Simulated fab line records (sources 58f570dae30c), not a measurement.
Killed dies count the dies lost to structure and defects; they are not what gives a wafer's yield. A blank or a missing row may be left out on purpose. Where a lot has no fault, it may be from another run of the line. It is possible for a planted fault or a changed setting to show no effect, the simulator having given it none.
fab line records ; flow berkeleyCmos170
[record] lots = 15; wafers = 45; lastDay = 13
route steps=331 shown NWELL@16 FIELD@91 PVT@122
lots that met no fault: taken from a fault-free run of the same line
startH: start of the lot's first displayed wafer, in hours after the record's first day ; waitH: hours since the lot's step before ; " as in the row above ; L1.1+2: a row that stands for several wafers ; - no value present, or no start provided ; * or withheld: withheld ; < > ~ a bound
route shown NAME@n: names a module that has steps shown in the file, with the first one's number in the route ; usual: the fault-free wafers' mean and standard deviation ; same: alike in all rows ; chamber/n: place in a boat ; sites: per-site readings ; _std_site: their standard deviation ; _edge_site: inner sites' mean taken away from outer sites' mean ; radiusMm: how far each site lies from the wafer's centre ; mask NAME#n: copy n ; behind: the tool/chamber that last shaped the wafer ; hold: what put the lot on hold/how long, in hours/how the hold closed ; device: names the non-switching transistor (n, p or np) ; end of line: tests run on the same wafers once the route is complete ; a step without rows: its recipe alone ; killed: dies that structure and defects cost at the first sort, which is not the same as the wafer's yield ; map: dies across one wafer; x = killed, . = not, _ = none there
set.NAME: the setting the step ran with; set.NAME@STEP: the setting that earlier step ran with ; model.NAME: the simulator's own value behind a step, which no gauge read
steps of the route over a sample of lots; a table a step, a row a wafer
services: the hour from which a tool's chamber was out of use, counted from the record's first day as startH (under 0 if before that day), plus the number of hours and why
[[steps]]
[step UCB170_NWELL_THK_MEAS_02]
[recipe] reads = SiO2_of_NWELL_OXIDATION_01
[usual] NWELL_OXIDE_THK = 26.5/0.54
lot.wafer;tool;chamber;startH;waitH;NWELL_OXIDE_THK[nm]
L143.3;filmMetro-03;-;23.16;0.0;27.0
L143.4;filmMetro-03;-;23.16;0.0;26.4
L143.6;filmMetro-03;-;23.16;0.0;26.4
L144.2;filmMetro-03;-;31.30;0.0;25.9
L144.3;filmMetro-03;-;31.30;0.0;25.9
L144.4;filmMetro-03;-;31.30;0.0;25.9
L145.2;filmMetro-03;-;36.15;0.0;25.2
L145.4;filmMetro-03;-;36.15;0.0;25.5
L145.6;filmMetro-03;-;36.15;0.0;25.5
L147.1;filmMetro-04;-;48.02;0.0;26.8
L147.4;filmMetro-04;-;48.02;0.0;26.5
L147.6;filmMetro-04;-;48.02;0.0;26.6
L148.3;filmMetro-02;-;48.04;0.0;26.1
L148.4;filmMetro-02;-;48.04;0.0;26.0
L148.5;filmMetro-02;-;48.04;0.0;26.1
L149.1;filmMetro-02;-;57.27;0.0;26.6
L149.2;filmMetro-02;-;57.27;0.0;26.6
L149.6;filmMetro-02;-;57.27;0.0;26.2
L153.2;filmMetro-04;-;76.58;0.0;27.5
L153.3;filmMetro-04;-;76.58;0.0;27.4
L153.6;filmMetro-04;-;76.58;0.0;27.6
L155.3;filmMetro-02;-;87.79;0.0;26.6
L155.5;filmMetro-02;-;87.79;0.0;26.5
L155.6;filmMetro-02;-;87.79;0.0;26.8
L159.2;filmMetro-02;-;104.01;0.0;26.7
L159.5;filmMetro-02;-;104.01;0.0;26.2
L159.6;filmMetro-02;-;104.01;0.0;26.2
L160.3;filmMetro-04;-;112.29;0.0;27.0
L160.4;filmMetro-04;-;112.29;0.0;27.0
L160.5;filmMetro-04;-;112.29;0.0;26.3
L161.1;filmMetro-03;-;117.93;0.0;26.3
L161.5;filmMetro-03;-;117.93;0.0;26.5
L161.6;filmMetro-03;-;117.93;0.0;26.7
L162.2;filmMetro-04;-;117.94;0.0;26.2
L162.3;filmMetro-04;-;117.94;0.0;26.0
L162.4;filmMetro-04;-;117.94;0.0;26.2
L163.2;filmMetro-03;-;126.27;0.0;26.7
L163.3;filmMetro-03;-;126.27;0.0;26.6
L163.6;filmMetro-03;-;126.27;0.0;27.0
L166.1;filmMetro-04;-;141.28;0.0;27.4
L166.4;filmMetro-04;-;141.28;0.0;27.4
L166.6;filmMetro-04;-;141.28;0.0;27.3
L165.2;filmMetro-03;-;141.29;0.0;27.5
L165.3;filmMetro-03;-;141.29;0.0;27.6
L165.5;filmMetro-03;-;141.29;0.0;27.0
[step UCB170_NWELL_OVL_MEAS_12]
[usual] NWELL_OVL = -1/4.9
lot.wafer;tool;chamber;startH;waitH;NWELL_OVL[nm]
L143.3;overlay-01;-;30.75;-;4
L143.4;overlay-01;-;30.75;-;-1
L143.6;overlay-01;-;30.75;-;-1
L144.2;overlay-02;-;42.47;-;2
L144.3;overlay-02;-;42.47;-;-2
L144.4;overlay-02;-;42.47;-;-5
L145.2;overlay-02;-;44.42;-;-4
L145.4;overlay-02;-;44.42;-;0
L145.6;overlay-02;-;44.42;-;-1
L148.3;overlay-01;-;55.93;-;2
L148.4;overlay-01;-;55.93;-;-4
L148.5;overlay-01;-;55.93;-;2
L147.1;overlay-02;-;56.28;-;-2
L147.4;overlay-02;-;56.28;-;-6
L147.6;overlay-02;-;56.28;-;-5
L149.1;overlay-02;-;67.63;-;-8
L149.2;overlay-02;-;67.63;-;-3
L149.6;overlay-02;-;67.63;-;0
L153.2;overlay-02;-;85.52;-;-1
L153.3;overlay-02;-;85.52;-;-8
L153.6;overlay-02;-;85.52;-;1
L155.3;overlay-01;-;97.05;-;2
L155.5;overlay-01;-;97.05;-;1
L155.6;overlay-01;-;97.05;-;5
L159.2;overlay-01;-;112.95;-;6
L159.5;overlay-01;-;112.95;-;2
L159.6;overlay-01;-;112.95;-;3
L160.3;overlay-01;-;120.38;-;-1
L160.4;overlay-01;-;120.38;-;0
L160.5;overlay-01;-;120.38;-;1
L162.2;overlay-02;-;125.00;-;-7
L162.3;overlay-02;-;125.00;-;-16
L162.4;overlay-02;-;125.00;-;-2
L161.1;overlay-01;-;125.00;-;8
L161.5;overlay-01;-;125.00;-;8
L161.6;overlay-01;-;125.00;-;5
L163.2;overlay-01;-;135.02;-;-2
L163.3;overlay-01;-;135.02;-;-4
L163.6;overlay-01;-;135.02;-;-5
L165.2;overlay-02;-;150.13;-;4
L165.3;overlay-02;-;150.13;-;2
L165.5;overlay-02;-;150.13;-;3
L166.1;overlay-02;-;150.36;-;-6
L166.4;overlay-02;-;150.36;-;-3
L166.6;overlay-02;-;150.36;-;-8
[step UCB170_FIELD_THK_MEAS_02]
[recipe] reads = SiO2_of_FIELD_OXIDATION_01
[usual] FIELD_OXIDE_THK = 562/9.4
lot.wafer;tool;chamber;startH;waitH;FIELD_OXIDE_THK[nm]
L143.3;filmMetro-01;-;91.23;0.0;538
L143.4;filmMetro-01;-;91.23;0.0;547
L143.6;filmMetro-01;-;91.23;0.0;542
L145.2;filmMetro-03;-;110.93;0.0;570
L145.4;filmMetro-03;-;110.93;0.0;565
L145.6;filmMetro-03;-;110.93;0.0;573
L144.2;filmMetro-01;-;110.97;0.1;547
L144.3;filmMetro-01;-;110.97;0.1;549
L144.4;filmMetro-01;-;110.97;0.1;555
L147.1;filmMetro-03;-;120.47;0.0;558
L147.4;filmMetro-03;-;120.47;0.0;557
L147.6;filmMetro-03;-;120.47;0.0;554
L148.3;filmMetro-01;-;120.49;0.0;576
L148.4;filmMetro-01;-;120.49;0.0;561
L148.5;filmMetro-01;-;120.49;0.0;556
L149.1;filmMetro-01;-;129.11;0.0;563
L149.2;filmMetro-01;-;129.11;0.0;561
L149.6;filmMetro-01;-;129.11;0.0;559
L153.2;filmMetro-03;-;140.74;0.0;579
L153.3;filmMetro-03;-;140.74;0.0;575
L153.6;filmMetro-03;-;140.74;0.0;575
L155.3;filmMetro-01;-;161.51;0.1;550
L155.5;filmMetro-01;-;161.51;0.1;563
L155.6;filmMetro-01;-;161.51;0.1;555
L159.2;filmMetro-03;-;172.59;0.0;571
L159.5;filmMetro-03;-;172.59;0.0;567
L159.6;filmMetro-03;-;172.59;0.0;570
L160.3;filmMetro-03;-;183.68;0.0;572
L160.4;filmMetro-03;-;183.68;0.0;564
L160.5;filmMetro-03;-;183.68;0.0;569
L161.1;filmMetro-04;-;190.53;0.0;558
L161.5;filmMetro-04;-;190.53;0.0;568
L161.6;filmMetro-04;-;190.53;0.0;567
L162.2;filmMetro-01;-;190.54;0.0;556
L162.3;filmMetro-01;-;190.54;0.0;564
L162.4;filmMetro-01;-;190.54;0.0;555
L163.2;filmMetro-01;-;206.39;0.0;564
L163.3;filmMetro-01;-;206.39;0.0;567
L163.6;filmMetro-01;-;206.39;0.0;572
L166.1;filmMetro-01;-;222.08;0.0;562
L166.4;filmMetro-01;-;222.08;0.0;578
L166.6;filmMetro-01;-;222.08;0.0;566
L165.2;filmMetro-01;-;222.15;0.1;573
L165.3;filmMetro-01;-;222.15;0.1;569
L165.5;filmMetro-01;-;222.15;0.1;570
[step UCB170_PVT_IMPLANT_07]
[recipe] species = P; doseCm2 = 2e+12; energyKev = 30; tiltDeg = 7
[usual] doseIonsCm2 = 2e+12/2.5e+09; endStationPressureTorr = 4.99e-06/2.6e-07; faradayCurrentUA = 6.34/0.12
[same] implantIonAmu = 31
lot.wafer;tool;chamber;startH;waitH;doseIonsCm2;endStationPressureTorr;faradayCurrentUA
L143.3;implanter-04;0;119.34;0.1;2.0051e+12;5.32e-06;6.14
L143.4;implanter-04;0;119.34;0.1;2.0024e+12;5.53e-06;6.50
L143.6;implanter-04;0;119.34;0.1;2.002e+12;4.83e-06;6.36
L145.2;implanter-03;0;141.58;0.0;2.0041e+12;5.21e-06;6.53
L145.4;implanter-03;0;141.58;0.0;2.0036e+12;4.98e-06;6.42
L145.6;implanter-03;0;141.58;0.0;2.0058e+12;4.8e-06;6.33
L144.2;implanter-02;0;141.94;0.0;1.9989e+12;5.09e-06;6.34
L144.3;implanter-02;0;141.94;0.0;1.9975e+12;5.07e-06;6.11
L144.4;implanter-02;0;141.94;0.0;1.9994e+12;5.65e-06;6.33
L148.3;implanter-04;0;148.98;0.1;2.0031e+12;5e-06;6.16
L148.4;implanter-04;0;148.98;0.1;2.0024e+12;5.17e-06;6.29
L148.5;implanter-04;0;148.98;0.1;1.9998e+12;5.14e-06;6.45
L147.1;implanter-02;0;149.17;0.0;2.0008e+12;5.25e-06;6.27
L147.4;implanter-02;0;149.17;0.0;2.0002e+12;5.11e-06;6.11
L147.6;implanter-02;0;149.17;0.0;2.0007e+12;4.55e-06;6.33
L149.1;implanter-04;0;157.52;0.0;2.0026e+12;4.79e-06;6.11
L149.2;implanter-04;0;157.52;0.0;2.0001e+12;5.1e-06;6.36
L149.6;implanter-04;0;157.52;0.0;2e+12;4.48e-06;6.32
L153.2;implanter-04;0;175.09;0.0;1.9995e+12;4.84e-06;6.42
L153.3;implanter-04;0;175.09;0.0;2.0028e+12;4.28e-06;6.39
L153.6;implanter-04;0;175.09;0.0;2.0033e+12;4.97e-06;6.24
L155.3;implanter-04;0;196.59;0.1;2.1468e+12;4.94e-06;6.71
L155.5;implanter-04;0;196.59;0.1;2.1446e+12;4.84e-06;6.77
L155.6;implanter-04;0;196.59;0.1;2.144e+12;4.34e-06;6.70
L159.2;implanter-04;0;210.43;0.0;2.1415e+12;4.98e-06;7.02
L159.5;implanter-04;0;210.43;0.0;2.1452e+12;4.57e-06;6.78
L159.6;implanter-04;0;210.43;0.0;2.1464e+12;4.86e-06;6.72
L160.3;implanter-04;0;218.99;0.1;2.1418e+12;5.04e-06;6.90
L160.4;implanter-04;0;218.99;0.1;2.1388e+12;5.1e-06;6.70
L160.5;implanter-04;0;218.99;0.1;2.1451e+12;5.11e-06;6.63
L161.1;implanter-03;0;219.21;0.0;1.9993e+12;5.29e-06;6.33
L161.5;implanter-03;0;219.21;0.0;1.9967e+12;4.89e-06;6.15
L161.6;implanter-03;0;219.21;0.0;1.9978e+12;5.63e-06;6.26
L162.2;implanter-02;0;219.90;0.0;1.9975e+12;5.07e-06;6.34
L162.3;implanter-02;0;219.90;0.0;2.0014e+12;5.12e-06;6.46
L162.4;implanter-02;0;219.90;0.0;1.997e+12;4.87e-06;6.29
L163.2;implanter-02;0;228.08;0.0;2.0054e+12;4.84e-06;6.34
L163.3;implanter-02;0;228.08;0.0;2.0009e+12;5.46e-06;6.34
L163.6;implanter-02;0;228.08;0.0;2.0044e+12;4.87e-06;6.47
L165.2;implanter-02;0;247.38;0.0;1.9998e+12;5.21e-06;6.32
L165.3;implanter-02;0;247.38;0.0;1.9994e+12;4.98e-06;6.32
L165.5;implanter-02;0;247.38;0.0;1.9986e+12;5.19e-06;6.37
L166.1;implanter-02;0;248.08;0.0;1.998e+12;5.01e-06;6.38
L166.4;implanter-02;0;248.08;0.0;1.9975e+12;4.73e-06;6.35
L166.6;implanter-02;0;248.08;0.0;1.9941e+12;4.97e-06;6.39
[step UCB170_PVT_TW_MEAS_09]
[usual] PVT_TW = 506/3.3
lot.wafer;tool;chamber;startH;waitH;PVT_TW
L143.3;filmMetro-04;-;119.56;0.1;512
L143.4;filmMetro-04;-;119.56;0.1;513
L143.6;filmMetro-04;-;119.56;0.1;511
L145.2;filmMetro-01;-;141.82;0.1;502
L145.4;filmMetro-01;-;141.82;0.1;501
L145.6;filmMetro-01;-;141.82;0.1;502
L144.2;filmMetro-03;-;142.18;0.1;507
L144.3;filmMetro-03;-;142.18;0.1;505
L144.4;filmMetro-03;-;142.18;0.1;503
L148.3;filmMetro-01;-;149.20;0.1;500
L148.4;filmMetro-01;-;149.20;0.1;500
L148.5;filmMetro-01;-;149.20;0.1;498
L147.1;filmMetro-01;-;149.42;0.1;499
L147.4;filmMetro-01;-;149.42;0.1;498
L147.6;filmMetro-01;-;149.42;0.1;498
L149.1;filmMetro-01;-;157.77;0.1;501
L149.2;filmMetro-01;-;157.77;0.1;505
L149.6;filmMetro-01;-;157.77;0.1;501
L153.2;filmMetro-04;-;175.33;0.1;509
L153.3;filmMetro-04;-;175.33;0.1;505
L153.6;filmMetro-04;-;175.33;0.1;507
L155.3;filmMetro-03;-;196.81;0.1;517
L155.5;filmMetro-03;-;196.81;0.1;517
L155.6;filmMetro-03;-;196.81;0.1;515
L159.2;filmMetro-03;-;210.66;0.1;518
L159.5;filmMetro-03;-;210.66;0.1;519
L159.6;filmMetro-03;-;210.66;0.1;518
L160.3;filmMetro-04;-;219.21;0.1;518
L160.4;filmMetro-04;-;219.21;0.1;519
L160.5;filmMetro-04;-;219.21;0.1;521
L161.1;filmMetro-04;-;219.46;0.1;509
L161.5;filmMetro-04;-;219.46;0.1;506
L161.6;filmMetro-04;-;219.46;0.1;507
L162.2;filmMetro-01;-;220.14;0.1;508
L162.3;filmMetro-01;-;220.14;0.1;509
L162.4;filmMetro-01;-;220.14;0.1;508
L163.2;filmMetro-03;-;228.32;0.1;505
L163.3;filmMetro-03;-;228.32;0.1;503
L163.6;filmMetro-03;-;228.32;0.1;506
L165.2;filmMetro-01;-;247.61;0.1;504
L165.3;filmMetro-01;-;247.61;0.1;504
L165.5;filmMetro-01;-;247.61;0.1;507
L166.1;filmMetro-03;-;248.42;0.2;506
L166.4;filmMetro-03;-;248.42;0.2;507
L166.6;filmMetro-03;-;248.42;0.2;506
[[services]]
tool;chamber;startH;hours;kind
implanter-03;-;154.22;3.1;pm
implanter-03;-;199.54;2.7;repair
[[key]]
[firstSign] step = UCB170_PVT_IMPLANT_07; reading = doseIonsCm2; direction = up; sigmas = 57; usual = 2e+12; struck = 2.1438e+12
[effect] step = UCB170_PVT_IMPLANT_07; reading = faradayCurrentUA; direction = up; sigmas = 3.6; usual = 6.34; struck = 6.77
[effect] step = UCB170_PVT_TW_MEAS_09; reading = PVT_TW; direction = up; sigmas = 3.7; usual = 506; struck = 518
metAt UCB170_PVT_IMPLANT_07
struckLots L155,L159,L160
testerLeftOut L155,L159,L160
notActingAt UCB170_NWELL_THK_MEAS_02,UCB170_NWELL_OVL_MEAS_12,UCB170_FIELD_THK_MEAS_02
onsetBetween 175.09 196.59
[fault] kind = processParameterDrift; tool = implanter-04; chamber = -; onsetH = 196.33; steps = UCB170_PVT_IMPLANT_07; channel = doseCm2; offset = 1.4241e+11; shape = step; endH = 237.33; actsIn = theseRecipesOnly; stated = 2e+12
// testerLeftOut: of these lots the tester's yield and bins aren't shown, on N5 and GAA mostly nor the transistor test; their killed dies are dies lost to structure and defects alone, not to doping, threshold or leakage, so they don't give the yield
